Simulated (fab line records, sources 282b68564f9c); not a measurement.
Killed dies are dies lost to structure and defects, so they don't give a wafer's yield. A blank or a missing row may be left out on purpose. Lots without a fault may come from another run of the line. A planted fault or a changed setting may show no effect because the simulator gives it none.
fab line records | flow rit_cmos
record lots=7 wafers=21 last_day=8
route steps=202 shown CONTACT@172 M1@184
lots that met no fault: from a run of the same line without faults
start_h: hours from the record's first day to the start of the lot's first wafer shown | wait_h: hours since the lot's step before | " the same as in the row above | L1.1+2: a row that stands for several wafers | - no value, or no start given | * or withheld: withheld | < > ~ a bound
route shown NAME@n: a module of which the file shows steps, and the number in the route of the first | usual: mean/standard deviation of fault-free wafers | same: alike in all rows | chamber/n: place in a boat | sites: the reading at each site | _std_site: their standard deviation | _edge_site: outer sites' mean less inner sites' | radius_mm: how far each site lies from the wafer's centre | mask NAME#n: copy n | behind: the tool/chamber that last shaped the wafer | hold: why the lot was held/for how many hours/how that ended | device: the transistor (n, p or np) that didn't switch | end of line: the same wafers' tests at the end of the route | a step without rows: its recipe alone | killed: dies lost to structure and defects at the first sort, not the wafer's yield | map: a wafer's dies, x killed, . not, _ none there
set.NAME: the setting as run; set.NAME@STEP: as run at that earlier step | model.NAME: the simulator's own value behind a step, which no gauge read
lots at some steps of the route; a table a step, a row a wafer
services: from which hour (start_h, from the record's first day; less than 0 if before it) a tool's chamber was out of use, for how many hours, and why
## steps
# step RIT_CONTACT_SOFTBAKE_04
# recipe resist=NOVOLAK temp_c=90 time_s=60
# step RIT_CONTACT_EXPOSE_05
# recipe mask_id=M11 na=0.6 source_shape=conventional sigma_outer=0.5 target_cd_nm=1000 dose_mj=250
# step RIT_CONTACT_PEB_06
# recipe resist=NOVOLAK temp_c=withheld time_s=withheld
# step RIT_CONTACT_DEVELOP_07
# recipe resist=NOVOLAK develop_time_s=120 dev_temp_c=23
# step RIT_CONTACT_CD_MEAS_08
# recipe target_cd_nm=1000
# usual cd_nm=999.7/2.4
# columns lot.wafer tool chamber start_h wait_h cd_nm
L880.1 cd_sem-01 - 63.26 - 1000.7
L880.4 " - " " 1000.7
L880.6 " - " " 1001.5
L887.1 cd_sem-01 - 94.47 - 993.7
L887.3 " - " " 996.8
L887.5 " - " " 995.8
L888.2 cd_sem-01 - 104.04 - 997.5
L888.5 " - " " 998.6
L888.6 " - " " 998.9
L889.1 cd_sem-01 - 107.89 - 999.2
L889.2 " - " " 997.9
L889.5 " - " " 996.3
L897.1 cd_sem-02 - 161.18 - 1002.2
L897.4 " - " " 999.9
L897.5 " - " " 999.2
L898.1 cd_sem-01 - 169.65 - 1002.6
L898.2 " - " " 1002.8
L898.3 " - " " 1003.1
L902.1 cd_sem-02 - 189.93 - 999.1
L902.4 " - " " 1000.3
L902.6 " - " " 999.5
# step RIT_CONTACT_OVL_MEAS_09
# usual CONTACT_OVL=-1.0/1.5
# columns lot.wafer tool chamber start_h wait_h CONTACT_OVL[nm]
L880.1 overlay-02 - 63.38 0.1 0.6
L880.4 " - " " 1.0
L880.6 " - " " 2.2
L887.1 overlay-02 - 94.59 0.1 -1.1
L887.3 " - " " 0.2
L887.5 " - " " -0.8
L888.2 overlay-02 - 104.14 0.1 -1.3
L888.5 " - " " -0.6
L888.6 " - " " -1.5
L889.1 overlay-01 - 108.01 0.1 0.1
L889.2 " - " " 0.2
L889.5 " - " " 2.4
L897.1 overlay-01 - 161.30 0.1 -1.1
L897.4 " - " " -2.0
L897.5 " - " " -3.3
L898.1 overlay-01 - 169.77 0.1 -2.0
L898.2 " - " " -1.7
L898.3 " - " " -1.9
L902.1 overlay-01 - 190.05 0.1 -3.3
L902.4 " - " " -2.2
L902.6 " - " " -2.2
# step RIT_CONTACT_HARDBAKE_10
# recipe resist=NOVOLAK temp_c=140 time_s=60
# step RIT_CONTACT_ETCH_11
# recipe target_depth_a=4800 over_etch_frac=0.2 stop_on=TiSi2 chemistry=CHF3/CF4/Ar target=SiO2 CHF3_flow_sccm=50 cf4_flow_sccm=10 Ar_flow_sccm=100 O2_flow_sccm=5 pressure_mtorr=100 rf_w=200 time_s=320
# usual cf4_flow_sccm=10.001/0.027 chamber_pressure_mTorr=100.02/0.094 drypump_motor_current_A=5.4/0.43 oes_product_au=0.984/0.018 throttle_valve_pct=8.88/0.14
# same time_s=320
# columns lot.wafer tool chamber start_h wait_h cf4_flow_sccm chamber_pressure_mTorr drypump_motor_current_A oes_product_au rf_hours_counter_h throttle_valve_pct
L880.1 rie_diel-03 0 63.57 0.1 10.021 99.87 5.3 0.970 138 8.63
L880.4 " 3 " " 9.994 99.85 5.8 1.009 99 8.85
L880.6 " 3 " " 9.986 100.04 5.8 1.008 - 8.84
L887.1 rie_diel-03 3 94.78 0.1 9.982 99.95 5.8 1.002 100 8.86
L887.3 " 0 " " 9.957 100.07 5.3 0.968 139 8.64
L887.5 " 3 " " 10.006 99.97 5.8 1.016 - 8.85
L888.2 rie_diel-01 0 104.32 0.1 10.000 100.13 5.4 1.003 3 8.78
L888.5 " 3 " " 10.008 99.91 5.9 0.983 - 8.70
L888.6 " 0 " " 10.022 99.88 5.4 1.006 - 8.74
L889.1 rie_diel-03 1 108.20 0.1 10.039 99.95 5.3 0.973 0 9.08
L889.2 " 3 " " 10.034 99.90 5.8 1.008 101 8.86
L889.5 " 3 " " 9.988 99.96 5.8 1.014 - 8.85
L897.1 rie_diel-03 3 161.48 0.1 10.030 100.11 5.9 1.003 102 8.87
L897.4 " 0 " " 9.991 100.08 5.3 0.970 140 8.64
L897.5 " 2 " " 10.056 100.11 5.1 0.964 - 8.95
L898.1 rie_diel-02 0 169.96 0.1 9.989 100.11 5.4 0.977 70 8.83
L898.2 " 2 " " 9.997 99.99 4.8 1.006 18 8.95
L898.3 " 3 " " 9.992 100.11 4.9 0.976 144 9.10
L902.1 rie_diel-01 1 190.23 0.1 10.001 99.93 4.8 0.959 9 8.99
L902.4 " 2 " " 9.951 99.93 6.8 0.977 120 9.04
L902.6 " 3 " " 9.995 99.82 5.9 0.968 - 8.69
# step RIT_CONTACT_STRIP_12
# recipe chemistry=O2 time_s=180 resist=NOVOLAK platen_temp_c=withheld power_w=500 pressure_mtorr=4000 o2_flow_sccm=4000
# usual chamber_pressure_mTorr=4000/3.6 drypump_motor_current_A=5.86/0.2
# same time_s=180
# columns lot.wafer tool chamber start_h wait_h chamber_pressure_mTorr drypump_motor_current_A rf_hours_counter_h
L880.1 plasma_asher-04 1 63.77 0.1 4001 5.88 43
L880.4 " 0 " " 3990 5.79 -
L880.6 " 1 " " 3997 5.91 -
L887.1 plasma_asher-03 0 94.97 0.1 3998 6.37 33
L887.3 " 0 " " 4002 6.37 -
L887.5 " 1 " " 3994 5.92 -
L888.2 plasma_asher-03 1 104.52 0.1 4001 5.94 34
L888.5 " 0 " " 4000 6.36 -
L888.6 " 1 " " 4002 5.91 -
L889.1 plasma_asher-04 0 108.39 0.1 4000 5.79 48
L889.2 " 1 " " 3998 5.91 48
L889.5 " 0 " " 3997 5.78 -
L897.1 plasma_asher-02 1 161.68 0.1 4000 5.59 48
L897.4 " 0 " " 3998 5.85 -
L897.5 " 0 " " 4002 5.84 -
L898.1 plasma_asher-04 0 170.15 0.1 4001 5.77 4
L898.2 " 1 " " 3998 5.91 4
L898.3 " 1 " " 3995 5.91 -
L902.1 plasma_asher-02 0 190.43 0.1 4002 5.80 51
L902.4 " 1 " " 3998 5.66 -
L902.6 " 1 " " 3999 5.63 -
# step RIT_CONTACT_CD_MEAS_90
# recipe target_cd_nm=1000
# usual cd_nm=999.7/2.4
# columns lot.wafer tool chamber start_h wait_h cd_nm
L880.1 cd_sem-01 - 63.94 0.1 1000.8
L880.4 " - " " 1001.1
L880.6 " - " " 1001.2
L887.1 cd_sem-01 - 95.15 0.1 993.4
L887.3 " - " " 995.9
L887.5 " - " " 995.9
L888.2 cd_sem-01 - 104.71 0.1 997.5
L888.5 " - " " 999.2
L888.6 " - " " 998.9
L889.1 cd_sem-01 - 108.57 0.1 998.7
L889.2 " - " " 998.4
L889.5 " - " " 996.7
L897.1 cd_sem-02 - 161.85 0.1 1002.3
L897.4 " - " " 999.5
L897.5 " - " " 999.1
L898.1 cd_sem-02 - 170.33 0.1 1002.3
L898.2 " - " " 1002.8
L898.3 " - " " 1003.2
L902.1 cd_sem-02 - 190.60 0.1 998.7
L902.4 " - " " 1000.7
L902.6 " - " " 1000.8
# step RIT_CONTACT_CLEAN_13
# recipe chemistry=SC1 mix=3:3:50 time_s=600 temp_c=75
# step RIT_CONTACT_CLEAN_14
# recipe chemistry=SC2 mix=3:3:50 time_s=600 temp_c=75 dry=n2_spin
# step RIT_M1_SPUTTER_00
# recipe material=Al target_thk_nm=400 power_w=2000 chamber_pressure_pa=0.4 gas=Ar time_s=500 substrate_temp_c=25
# usual cathode_dc_power_W=2000.1/0.35 chamber_pressure_pa=0.4000/0.00082 throttle_valve_pct=30.2/1.1 time_s=500/0
# columns lot.wafer tool chamber start_h wait_h cathode_dc_power_W chamber_pressure_pa throttle_valve_pct time_s
L880.1 pvd_sputter-01 - 64.41 0.0 1999.8 0.4001 31.1 500
L880.4 " - " " 2000.6 0.4001 32.0 500
L880.6 " - " " 2000.0 0.4007 29.6 500
L887.1 pvd_sputter-01 - 95.63 0.0 - - - -
L887.3 " - " " - - - -
L887.5 " - " " - - - -
L888.2 pvd_sputter-04 - 105.16 0.0 - - - -
L888.5 " - " " - - - -
L888.6 " - " " - - - -
L889.1 pvd_sputter-03 - 109.05 0.0 - - - -
L889.2 " - " " - - - -
L889.5 " - " " - - - -
L897.1 pvd_sputter-03 - 162.35 0.0 1999.6 0.3995 29.2 500
L897.4 " - " " 2000.1 0.4001 30.8 500
L897.5 " - " " 2000.3 0.3999 30.1 500
L898.1 pvd_sputter-04 - 170.81 0.0 2000.3 0.3999 28.5 500
L898.2 " - " " 1999.6 0.3994 30.8 500
L898.3 " - " " 1999.4 0.4005 29.8 500
L902.1 pvd_sputter-04 - 191.07 0.0 2000.2 0.4003 31.3 500
L902.4 " - " " 1999.7 0.4000 29.6 500
L902.6 " - " " 2000.2 0.3996 31.0 500
# step RIT_M1_RS_MEAS_01
# recipe thk_meas_gauge=four-point-probe reads=Al_of_M1_SPUTTER_00
# usual M1_AL_RS=0.0735/0.00083
# columns lot.wafer tool chamber start_h wait_h M1_AL_RS[ohm/sq]
L880.1 film_metro-04 - 64.70 0.1 0.0746
L880.4 " - " " 0.0745
L880.6 " - " " 0.0747
L887.1 film_metro-04 - 95.93 0.1 -
L887.3 " - " " -
L887.5 " - " " -
L888.2 film_metro-04 - 105.48 0.2 -
L888.5 " - " " -
L888.6 " - " " -
L889.1 film_metro-03 - 109.35 0.1 -
L889.2 " - " " -
L889.5 " - " " -
L897.1 film_metro-04 - 162.65 0.1 0.0742
L897.4 " - " " 0.0741
L897.5 " - " " 0.0730
L898.1 film_metro-03 - 171.11 0.1 0.0721
L898.2 " - " " 0.0732
L898.3 " - " " 0.0725
L902.1 film_metro-04 - 191.37 0.1 0.0733
L902.4 " - " " 0.0718
L902.6 " - " " 0.0729
# step RIT_M1_THK_MEAS_02
# recipe thk_meas_gauge=xrf reads=Al_of_M1_SPUTTER_00
# usual M1_AL_THK=400/4.7
# columns lot.wafer tool chamber start_h wait_h M1_AL_THK[nm]
L880.1 film_metro-04 - 64.82 0.1 394
L880.4 " - " " 397
L880.6 " - " " 395
L887.1 film_metro-04 - 96.05 0.1 <0
L887.3 " - " " <0
L887.5 " - " " <0
L888.2 film_metro-04 - 105.59 0.1 <0
L888.5 " - " " <0
L888.6 " - " " <0
L889.1 film_metro-03 - 109.47 0.1 <1
L889.2 " - " " <1
L889.5 " - " " <1
L897.1 film_metro-04 - 162.77 0.1 399
L897.4 " - " " 399
L897.5 " - " " 406
L898.1 film_metro-03 - 171.23 0.1 407
L898.2 " - " " 399
L898.3 " - " " 404
L902.1 film_metro-04 - 191.49 0.1 401
L902.4 " - " " 407
L902.6 " - " " 405
# step RIT_M1_HMDS_03
# recipe prime_time_s=60 prime_temp_c=140
# step RIT_M1_COAT_04
# recipe resist=NOVOLAK spin_rpm=2000 resist_thk_nm=1300
# step RIT_M1_SOFTBAKE_05
# recipe resist=NOVOLAK temp_c=90 time_s=60
# step RIT_M1_EXPOSE_06
# recipe mask_id=M12 na=0.6 source_shape=conventional sigma_outer=0.5 target_cd_nm=2600 dose_mj=250
# step RIT_M1_PEB_07
# recipe resist=NOVOLAK temp_c=withheld time_s=withheld
# step RIT_M1_DEVELOP_08
# recipe resist=NOVOLAK develop_time_s=68 dev_temp_c=23
# step RIT_M1_CD_MEAS_09
# recipe target_cd_nm=2600
# usual cd_nm=2599.5/2.1
# columns lot.wafer tool chamber start_h wait_h cd_nm
L880.1 cd_sem-01 - 65.91 - 2599.5
L880.4 " - " " 2599.9
L880.6 " - " " 2597.1
L887.1 cd_sem-01 - 96.99 - 2602.0
L887.3 " - " " 2605.1
L887.5 " - " " 2605.5
L888.2 cd_sem-01 - 106.54 - 2598.8
L888.5 " - " " 2598.8
L888.6 " - " " 2599.1
L889.1 cd_sem-01 - 110.53 - 2601.0
L889.2 " - " " 2601.5
L889.5 " - " " 2601.2
L897.1 cd_sem-01 - 163.71 - 2597.1
L897.4 " - " " 2596.9
L897.5 " - " " 2596.7
L898.1 cd_sem-02 - 172.17 - 2600.7
L898.2 " - " " 2600.5
L898.3 " - " " 2599.6
L902.1 cd_sem-02 - 192.44 - 2597.5
L902.4 " - " " 2597.9
L902.6 " - " " 2600.6
# step RIT_M1_OVL_MEAS_10
# usual M1_OVL=0.0/1.4
# columns lot.wafer tool chamber start_h wait_h M1_OVL[nm]
L880.1 overlay-01 - 66.03 0.1 -0.6
L880.4 " - " " 0.4
L880.6 " - " " -0.5
L887.1 overlay-01 - 97.11 0.1 -2.1
L887.3 " - " " -2.5
L887.5 " - " " -0.6
L888.2 overlay-01 - 106.64 0.1 2.1
L888.5 " - " " 0.8
L888.6 " - " " 0.8
L889.1 overlay-02 - 110.65 0.1 -0.6
L889.2 " - " " -0.6
L889.5 " - " " -2.8
L897.1 overlay-02 - 163.83 0.1 -0.1
L897.4 " - " " 1.0
L897.5 " - " " -2.5
L898.1 overlay-01 - 172.29 0.1 0.1
L898.2 " - " " -2.1
L898.3 " - " " -0.6
L902.1 overlay-01 - 192.56 0.1 -1.0
L902.4 " - " " -0.2
L902.6 " - " " -0.4
# step RIT_M1_HARDBAKE_11
# recipe resist=NOVOLAK temp_c=140 time_s=120
# step RIT_M1_METAL_ETCH_12
# recipe stop_on=SiO2 chemistry=Cl2/BCl3 target=Al time_s=165 over_etch_frac=0.5 pressure_mtorr=100 target_depth_a=6000 rf_w=250 Cl2_flow_sccm=60 bcl3_flow_sccm=50
# usual chamber_pressure_mTorr=100.00/0.097 drypump_motor_current_A=5.71/0.26 oes_product_au=0.781/0.011 throttle_valve_pct=8.26/0.13
# same time_s=165
# columns lot.wafer tool chamber start_h wait_h chamber_pressure_mTorr drypump_motor_current_A oes_product_au rf_hours_counter_h throttle_valve_pct
L880.1 rie_metal-03 1 66.32 0.2 99.91 5.81 0.775 0.6 8.33
L880.4 " 1 " " 100.07 5.80 0.782 - 8.33
L880.6 " 0 " " 99.98 5.18 0.766 - 8.44
L887.1 rie_metal-01 0 97.39 0.2 99.85 5.88 0.339 4.5 8.33
L887.3 " 0 " " 99.94 5.87 0.338 - 8.31
L887.5 " 0 " " 100.00 5.84 0.334 - 8.32
L888.2 rie_metal-02 0 106.92 0.2 100.10 5.36 0.323 3.1 8.47
L888.5 " 0 " " 100.10 5.40 0.328 - 8.46
L888.6 " 1 " " 100.00 6.05 0.342 - 8.13
L889.1 rie_metal-03 0 110.94 0.2 99.95 5.19 0.337 1.1 8.50
L889.2 " 1 " " 100.10 5.82 0.337 1.1 8.39
L889.5 " 0 " " 100.04 5.21 0.332 - 8.51
L897.1 rie_metal-02 1 164.11 0.2 99.82 6.05 0.774 3.6 8.08
L897.4 " 1 " " 100.14 6.04 0.776 - 8.08
L897.5 " 1 " " 100.10 6.05 0.782 - 8.07
L898.1 rie_metal-03 1 172.66 0.2 99.84 5.81 0.792 2.0 8.32
L898.2 " 1 " " 99.90 5.80 0.788 - 8.33
L898.3 " 1 " " 100.06 5.82 0.801 - 8.35
L902.1 rie_metal-01 1 192.84 0.2 99.98 5.56 0.790 5.2 8.12
L902.4 " 0 " " 99.98 5.84 0.790 - 8.26
L902.6 " 1 " " 100.13 5.59 0.786 - 8.11
# step RIT_M1_STRIP_13
# recipe chemistry=nmp resist=NOVOLAK temp_c=80 time_s=600 dry=n2_spin
# step RIT_M1_PROBE_99
# usual defect_limited_yield=97.5/1 killed_at_M0_to_M3=0.0/0.083 killed_at_front_end=6.6/2.7 killed_dies=6.7/2.7 killed_on_rim=1.7/1.4 killed_open=3.4/2 killed_short=3.2/1.8 sort_bin_3_pad_short=0.1/0.23 sort_bin_5_function=1.4/0.68 sort_bin_6_memory=1.0/0.62 sort_n_pass=257.3/2.7 sort_yield_pct=97.5/1
# same gross_dies=264 killed_at_M4_up=0 killed_at_back_side=0 killed_at_contacts=0 killed_at_other=0
# columns lot.wafer tool chamber start_h wait_h defect_limited_yield[%] killed_at_M0_to_M3 killed_at_front_end killed_dies killed_on_rim killed_open killed_short sort_bin_3_pad_short[%] sort_bin_5_function[%] sort_bin_6_memory[%] sort_n_pass sort_yield_pct[%]
L880.1 prober-01 - 69.74 0.1 98.5 0 4 4 1 2 2 0 0.8 0.8 260.0 98.5
L880.4 prober-01 - 69.89 0.2 97.0 0 8 8 2 4 4 0 1.9 1.1 256.0 97.0
L880.6 prober-01 - 69.99 0.2 97.3 0 7 7 1 5 2 0 0.8 1.9 257.0 97.3
L887.1 prober-02 - 99.66 0.1 0 263 1 264 70 1 0 26.9 70.5 2.7 0 0
L887.3 prober-02 - 99.76 0.2 0 263 1 264 70 1 0 25.0 71.2 3.8 0 0
L887.5 prober-02 - 99.86 0.2 0 263 1 264 70 0 1 26.1 71.6 2.3 0 0
L888.2 prober-01 - 109.31 0.1 0 263 1 264 70 0 1 24.2 72.7 3.0 0 0
L888.5 prober-01 - 109.46 0.2 0 263 1 264 70 0 1 25.0 70.8 4.2 0 0
L888.6 prober-01 - 109.51 0.2 0 262 2 264 70 2 0 28.0 68.6 3.4 0 0
L889.1 prober-02 - 113.21 0.1 0 260 4 264 70 0 3 24.2 72.3 3.4 0 0
L889.2 prober-02 - 113.26 0.1 0 264 0 264 70 0 0 22.3 73.5 4.2 0 0
L889.5 prober-02 - 113.41 0.2 0 263 1 264 70 0 1 25.4 71.6 3.0 0 0
L897.1 prober-02 - 166.38 0.1 97.0 0 8 8 2 4 4 0 1.9 1.1 256.0 97.0
L897.4 prober-02 - 166.53 0.2 96.6 0 9 9 1 5 4 0 1.5 1.9 255.0 96.6
L897.5 prober-02 - 166.58 0.2 95.8 0 11 11 3 6 5 0.4 2.7 1.1 253.0 95.8
L898.1 prober-01 - 175.09 0.1 97.3 0 7 7 2 5 2 0 1.5 1.1 257.0 97.3
L898.2 prober-01 - 175.14 0.1 96.6 0 9 9 3 4 5 0.4 2.7 0.4 255.0 96.6
L898.3 prober-01 - 175.19 0.2 94.3 0 15 15 5 9 6 0.4 3.0 2.3 249.0 94.3
L902.1 prober-01 - 195.09 0.1 97.7 0 6 6 0 2 4 0 1.1 1.1 258.0 97.7
L902.4 prober-01 - 195.24 0.2 97.3 0 7 7 1 6 1 0 1.9 0.8 257.0 97.3
L902.6 prober-01 - 195.34 0.2 97.7 0 6 6 3 4 2 0 1.9 0.4 258.0 97.7
# killed by level:class
L880.1 FOX1:geometric_particle:open=1 GATE:geometric_particle:short=1 SPACER:geometric_particle:short=1 SPACER:geometric_particle:open=1
L880.4 FOX1:geometric_particle:short=3 GATE:geometric_particle:open=3 FOX1:geometric_particle:open=1 GATE:geometric_particle:short=1
L880.6 FOX1:geometric_particle:open=2 FOX1:geometric_particle:short=1 GATE:geometric_particle:open=1 REOX:geometric_particle:open=1 REOX:geometric_particle:short=1 SPACER:geometric_particle:open=1
L887.1 M1:lost_pattern=263 GATE:geometric_particle:open=1
L887.3 M1:lost_pattern=262 SPACER:geometric_particle:open=1 M1:area_sputter=1
L887.5 M1:lost_pattern=263 GATE:geometric_particle:short=1
L888.2 M1:lost_pattern=262 FOX2:geometric_particle:short=1 M1:area_sputter=1
L888.5 M1:lost_pattern=260 M1:area_sputter=3 FOX1:geometric_particle:short=1
L888.6 M1:lost_pattern=262 GATE:geometric_particle:open=2
L889.1 M1:lost_pattern=258 GATE:geometric_particle:short=2 M1:area_sputter=2 SILICIDE:geometric_particle:short=1 NSD:coat_microbubble_printed=1
L889.2 M1:lost_pattern=263 M1:area_sputter=1
L889.5 M1:lost_pattern=261 M1:area_sputter=2 GATE:geometric_particle:short=1
L897.1 GATE:geometric_particle:short=3 GATE:geometric_particle:open=2 REOX:geometric_particle:open=1 REOX:geometric_particle:short=1 SILICIDE:geometric_particle:open=1
L897.4 GATE:geometric_particle:open=3 FOX1:geometric_particle:open=2 GATE:geometric_particle:short=2 FOX1:geometric_particle:short=1 REOX:geometric_particle:short=1
L897.5 GATE:geometric_particle:open=6 GATE:geometric_particle:short=2 SPACER:geometric_particle:short=2 REOX:geometric_particle:short=1
L898.1 GATE:geometric_particle:open=3 FOX2:geometric_particle:open=1 GATE:geometric_particle:short=1 SPACER:geometric_particle:short=1 SILICIDE:geometric_particle:open=1
L898.2 GATE:geometric_particle:open=3 REOX:geometric_particle:short=2 FOX1:geometric_particle:short=1 GATE:geometric_particle:short=1 SPACER:geometric_particle:short=1 SPACER:geometric_particle:open=1
L898.3 GATE:geometric_particle:open=5 GATE:geometric_particle:short=2 SPACER:geometric_particle:open=2 SILICIDE:geometric_particle:short=2 FOX2:geometric_particle:open=1 REOX:geometric_particle:open=1 REOX:geometric_particle:short=1 SPACER:geometric_particle:short=1
L902.1 GATE:geometric_particle:open=2 SPACER:geometric_particle:short=2 FOX1:geometric_particle:short=1 GATE:geometric_particle:short=1
L902.4 GATE:geometric_particle:open=5 FOX1:geometric_particle:short=1 FOX1:geometric_particle:open=1
L902.6 FOX1:geometric_particle:open=3 REOX:geometric_particle:short=2 GATE:geometric_particle:open=1
# map L887.1 (x killed, . not)
________xxxxxxx_______
_____xxxxxxxxxxxxx____
____xxxxxxxxxxxxxxx___
___xxxxxxxxxxxxxxxxx__
__xxxxxxxxxxxxxxxxxxx_
__xxxxxxxxxxxxxxxxxxx_
_xxxxxxxxxxxxxxxxxxxxx
_xxxxxxxxxxxxxxxxxxxxx
_xxxxxxxxxxxxxxxxxxxxx
_xxxxxxxxxxxxxxxxxxxxx
__xxxxxxxxxxxxxxxxxxx_
__xxxxxxxxxxxxxxxxxxx_
___xxxxxxxxxxxxxxxxx__
____xxxxxxxxxxxxxxx___
_____xxxxxxxxxxxxx____
________xxxxxxx_______
# map L888.2 (x killed, . not)
________xxxxxxx_______
_____xxxxxxxxxxxxx____
____xxxxxxxxxxxxxxx___
___xxxxxxxxxxxxxxxxx__
__xxxxxxxxxxxxxxxxxxx_
__xxxxxxxxxxxxxxxxxxx_
_xxxxxxxxxxxxxxxxxxxxx
_xxxxxxxxxxxxxxxxxxxxx
_xxxxxxxxxxxxxxxxxxxxx
_xxxxxxxxxxxxxxxxxxxxx
__xxxxxxxxxxxxxxxxxxx_
__xxxxxxxxxxxxxxxxxxx_
___xxxxxxxxxxxxxxxxx__
____xxxxxxxxxxxxxxx___
_____xxxxxxxxxxxxx____
________xxxxxxx_______
## services
# columns tool chamber start_h hours kind
pvd_sputter-03 - 41.38 1.9 repair
pvd_sputter-01 - 54.47 1.4 repair
rie_diel-03 2 55.07 1.8 repair
rie_diel-02 3 55.30 32.9 repair
rie_diel-03 1 81.68 - clean
rie_diel-03 1 81.68 24.8 scheduled_down
rie_diel-03 1 81.68 24.8 vent_cycle
plasma_asher-02 - 83.87 14.6 pm
rie_diel-02 0 89.08 2.4 repair
rie_metal-01 - 90.10 0.4 repair
plasma_asher-04 - 108.75 9.0 pm
plasma_asher-04 0 108.75 9.0 vent_cycle
plasma_asher-04 1 108.75 9.0 vent_cycle
pvd_sputter-03 - 117.07 1.3 repair
plasma_asher-04 0 117.75 - clean
plasma_asher-04 1 117.75 - clean
pvd_sputter-01 - 125.82 12.2 repair
rie_metal-02 - 125.88 1.9 repair
pvd_sputter-01 - 145.75 1.8 repair
plasma_asher-04 - 146.74 1.6 repair
rie_metal-01 1 153.16 5.3 repair
rie_metal-01 - 166.61 0.3 repair
plasma_asher-02 - 171.97 1.6 repair
rie_diel-02 - 181.56 0.3 repair
## key
first_sign step=RIT_M1_SPUTTER_00 reading=tool_record direction=missing
effect step=RIT_M1_RS_MEAS_01 reading=M1_AL_RS direction=missing
effect step=RIT_M1_THK_MEAS_02 reading=M1_AL_THK direction=down sigmas=85 usual=400 struck=<0
effect step=RIT_M1_METAL_ETCH_12 reading=oes_product_au direction=down sigmas=42 usual=0.781 struck=0.334
effect step=RIT_M1_PROBE_99 reading=killed_at_M0_to_M3 direction=up sigmas=99+ usual=0.0 struck=262.7
met_at RIT_M1_SPUTTER_00
struck_wafers L887.1,L887.3,L887.5,L888.2,L888.5,L888.6,L889.1,L889.2,L889.5
later_rows_left_out L887.1,L887.3,L887.5,L888.2,L888.5,L888.6,L889.1,L889.2,L889.5
onset_between 64.41 95.63
fault kind=skipped_step_whole tool=pvd_sputter-01,pvd_sputter-03,pvd_sputter-04 chamber=- onset_h=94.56 steps=RIT_M1_SPUTTER_00 scope=struck_lots_only
# later_rows_left_out: the simulator's readings of these wafers behind a module that went badly wrong aren't trusted and aren't shown, but for the sort
